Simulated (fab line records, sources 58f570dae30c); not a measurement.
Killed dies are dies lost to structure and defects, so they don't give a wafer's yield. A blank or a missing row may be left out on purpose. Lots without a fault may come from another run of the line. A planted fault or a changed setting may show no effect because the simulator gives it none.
Split-lot experiment | flow berkeley_cmos170 | 5 lots, 23 wafers read, on a route of 331 steps

THE SPLIT
At UCB170_NLDD_EXPOSE_03 (exposes mask NSELECT, target cd 1200 nm), the setting dose_mj was moved away from the recipe's 30 on 7 of the 23 wafers read, by -2.7% to +3.0%. The other wafers ran this setting at the recipe's value.

FROM THE SPLIT TO THE READING: what the file shows between them, 2 steps
- UCB170_NLDD_PEB_04
- UCB170_NLDD_DEVELOP_05: develop time 45 s

THE READING
cd_nm, in nm, at UCB170_NLDD_CD_MEAS_06 (target cd 1200 nm). Fault-free wafers of this fab line usually give 1200.5 nm, standard deviation 1.5 nm.

wafer  | tool, chamber at the split | dose_mj as run | against the recipe | cd_nm, nm | against lot-mates on the recipe
L076.1 | krf_scanner-01, 0          | 29.4           | -2.0%              | 1197.5    | -4.8
L076.2 | krf_scanner-01, 0          | 30             | recipe             | 1201.7    | -
L076.3 | krf_scanner-01, 0          | 29.4           | -2.0%              | 1198.1    | -4.2
L076.4 | krf_scanner-01, 0          | 29.4           | -2.0%              | 1197.9    | -4.3
L076.5 | krf_scanner-01, 0          | 30             | recipe             | 1202.8    | -
L074.1 | krf_scanner-01, 0          | 30             | recipe             | 1200.3    | -
L074.2 | krf_scanner-01, 0          | 30             | recipe             | 1201.8    | -
L074.3 | krf_scanner-01, 0          | 30.89          | +3.0%              | 1206.9    | +5.7
L074.4 | krf_scanner-01, 0          | 30.89          | +3.0%              | 1206.5    | +5.3
L074.5 | krf_scanner-01, 0          | 30             | recipe             | 1201.6    | -
L083.2 | krf_scanner-01, 0          | 30             | recipe             | 1198.7    | -
L083.3 | krf_scanner-01, 0          | 29.18          | -2.7%              | 1193.8    | -4.6
L083.4 | krf_scanner-01, 0          | 30             | recipe             | 1198.7    | -
L083.5 | krf_scanner-01, 0          | 29.18          | -2.7%              | 1193.8    | -4.6
L083.6 | krf_scanner-01, 0          | 30             | recipe             | 1197.7    | -
L082.1 | krf_scanner-01, 0          | 30             | recipe             | 1199.3    | -
L082.2 | krf_scanner-01, 0          | 30             | recipe             | 1198.6    | -
L082.3 | krf_scanner-01, 0          | 30             | recipe             | 1199.0    | -
L082.4 | krf_scanner-01, 0          | 30             | recipe             | 1200.0    | -
L082.5 | krf_scanner-01, 0          | 30             | recipe             | 1200.0    | -
L084.1 | krf_scanner-02, 0          | 30             | recipe             | 1199.8    | -
L084.4 | krf_scanner-02, 0          | 30             | recipe             | 1200.9    | -
L084.5 | krf_scanner-02, 0          | 30             | recipe             | 1201.7    | -

THE FIT
A straight line over all 23 wafers: cd_nm changes by +1.99 nm for each +1% of dose_mj; r = +0.90; the points scatter about the line by 1.4 nm.
The same after taking each lot's own level away (the mean of its wafers on the recipe; 23 wafers): +1.88 nm for each +1%; r = +0.97; scatter 0.62 nm.
On that fit, the largest move of dose_mj shifts the reading by 5.6 nm.
The lots' own levels span 1198.37 to 1202.25 nm, that is 2.6 times the standard deviation above.
So the lot-to-lot level changes the slope little: the two slopes agree.
Check: with one of the wafers moved furthest among these (+3.0%) left out of the fit, the line predicts +5.47 nm for it against its lot-mates. It came out at +5.67 nm against them.

OTHER SPLITS ON THESE WAFERS
These wafers also went through other splits before the reading. Each is held against what the fit with the lots' levels taken away leaves over:
other split on the same wafers    | wafers away from the commonest value | r with cd_nm (lot level and that fit taken away)
UCB170_ZERO_COAT_01 resist_thk_nm | 9                                    | +0.19
UCB170_ACTIVE_EXPOSE_10 dose_mj   | 5                                    | +0.04
UCB170_PVT_IMPLANT_07 energy_kev  | 8                                    | -0.15

THE FILE'S OWN FIT
cd_nm changes by +1.86 nm for each +1% of dose_mj, r = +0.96.
